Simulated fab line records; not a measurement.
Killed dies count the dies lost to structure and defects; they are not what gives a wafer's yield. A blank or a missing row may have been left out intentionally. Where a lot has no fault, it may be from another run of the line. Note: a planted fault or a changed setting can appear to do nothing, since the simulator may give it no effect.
Comparing a struck lot with a sound one || flow rit cmos || 19 steps out of a route of 202
Sound: wafers L638.1, L638.4, L638.6. Wafers L639.1, L639.2, L639.5 were the ones struck. The cause comes at the end.
For every step that has rows: the tool of each side, followed by ch and its chambers, followed by its first start. Under that, the readings that differ: sound wafers || struck wafers || difference of the means || sigmas: that difference in standard deviations of wafers without a fault.
alike: a reading whose means differ by less than 2 such deviations, as well as words and numbers matching on both sides. not compared: withheld readings; readings where some wafer has no value; bounds like >300 that might hide an equal value; numbers whose values overlap and for which the record gives no deviation.
A row with sigmas, a row that says differs or no value, or rows on one side alone: a step with any of these is where the two part. Numbers that have no deviation but don't overlap get no sigmas and don't part them. Lack of a reading on every wafer of one side parts them only where that side has two or more wafers.

RIT_SILICIDE_RS_MEAS_02: measurement is done with a four-point probe.
  sound: film metro-01 at day 6 00:36; struck: film metro-02 at day 6 06:15
  alike: SILICIDE_TI_RS
RIT_SILICIDE_THK_MEAS_03: measures by xrf.
  sound: film metro-01 at day 6 00:43; struck: film metro-02 at day 6 06:22
{"reading": "SILICIDE_TI_THK (nm)", "sound": "29.4 29.8 29.2", "struck": "30.4 30.3 30.1", "difference": "+0.8", "sigmas": "+2"}
RIT_SILICIDE_RTA_04: time 10 s, ramp up 5 s, ramp down 5 s.
  sound on rtp anneal-02 ch 0, day 6 00:47; struck on rtp anneal-01 ch 0, day 6 06:26
  alike: wafer_temp_C_max
then, 1 step without rows for these wafers: RIT_SILICIDE_WET_ETCH_05 (etches Ti in SPM, time 120 s).
RIT_SILICIDE_RTA_06: time 10 s, ramp up 5 s, ramp down 10 s.
  sound on rtp anneal-01 ch 0, day 6 00:53; struck on rtp anneal-02 ch 0, day 6 06:32
  alike: wafer_temp_C_max
RIT_CONTACT_CVD_00: deposits SiO2 from TEOS, target thk 400 nm, time 61 s.
  sound on pecvd-02 ch 0,1,2, day 6 00:58; struck on pecvd-04 ch 0,1, day 6 06:37
  alike: heater power w
RIT_CONTACT_THK_MEAS_01:
  sound: film metro-02 at day 6 01:01; struck: film metro-03 at day 6 06:40
  alike: CONTACT_TEOS_THK
then, 5 steps without rows for these wafers: RIT_CONTACT_HMDS_02 (prime time 60 s); RIT_CONTACT_COAT_03 (resist thk 1000 nm); RIT_CONTACT_SOFTBAKE_04 (time 60 s); RIT_CONTACT_EXPOSE_05 (exposes mask M11, target cd 1000 nm); RIT_CONTACT_PEB_06.
RIT_CONTACT_DEVELOP_07: develop time 120 s.
  sound on litho track-03 ch 0, day 6 01:00; struck on litho track-01 ch 0, day 6 07:00
{"reading": "developer temp C (C)", "sound": "23.13 23.05 22.98", "struck": "25.39 25.40 25.41", "difference": "+2.35", "sigmas": "+24"}
RIT_CONTACT_CD_MEAS_08: the cd target is 1000 nm.
  sound: cd sem-02 at day 6 02:10; struck: cd sem-02 at day 6 07:41
  alike: cd nm
RIT_CONTACT_OVL_MEAS_09:
  sound: overlay-02 at day 6 02:17; struck: overlay-01 at day 6 07:49
  alike: CONTACT_OVL
then, 1 step without rows for these wafers: RIT_CONTACT_HARDBAKE_10 (time 60 s).
RIT_CONTACT_ETCH_11: etches SiO2 in CHF3/CF4/Ar, stops on TiSi2, target depth 480 nm, time 320 s.
  sound on rie diel-02 ch 0,3, day 6 02:28; struck on rie diel-02 ch 0,2,3, day 6 07:59
{"reading": "model.CONTACT.cd nm (nm)", "sound": "994.2 996.2 995.5", "struck": "990 991 992.8", "difference": -4, "sigmas": ""}
  alike: chamber pressure mTorr, drypump motor current A, oes product au, throttle valve pct
  not compared: rf hours counter h
RIT_CONTACT_STRIP_12: strips in O2, time 180 s.
  sound on plasma asher-01 ch 1, day 6 02:40; struck on plasma asher-04 ch 0,1, day 6 08:11
{"reading": "drypump motor current A (A)", "sound": "6.2 6.2 6.2", "struck": "5.3 5.5 5.2", "difference": -0.9, "sigmas": -2}
  alike: chamber pressure mTorr
  not compared: rf hours counter h
RIT_M1_PROBE_99:
  sound: prober-01 at day 6 07:36; struck: prober-01 at day 6 13:03
  alike: killed at contacts, killed at front end, killed dies, killed open, killed short
  not compared: model.etest.contact to gate.bv left v, model.etest.contact to gate.bv right v

## WHERE THEY PART
At RIT_SILICIDE_THK_MEAS_03 first; at RIT_CONTACT_STRIP_12 last (within this record only). Later steps at which nothing parts them and some readings are alike: RIT_M1_PROBE_99.

WHY: what had been put in by the simulator
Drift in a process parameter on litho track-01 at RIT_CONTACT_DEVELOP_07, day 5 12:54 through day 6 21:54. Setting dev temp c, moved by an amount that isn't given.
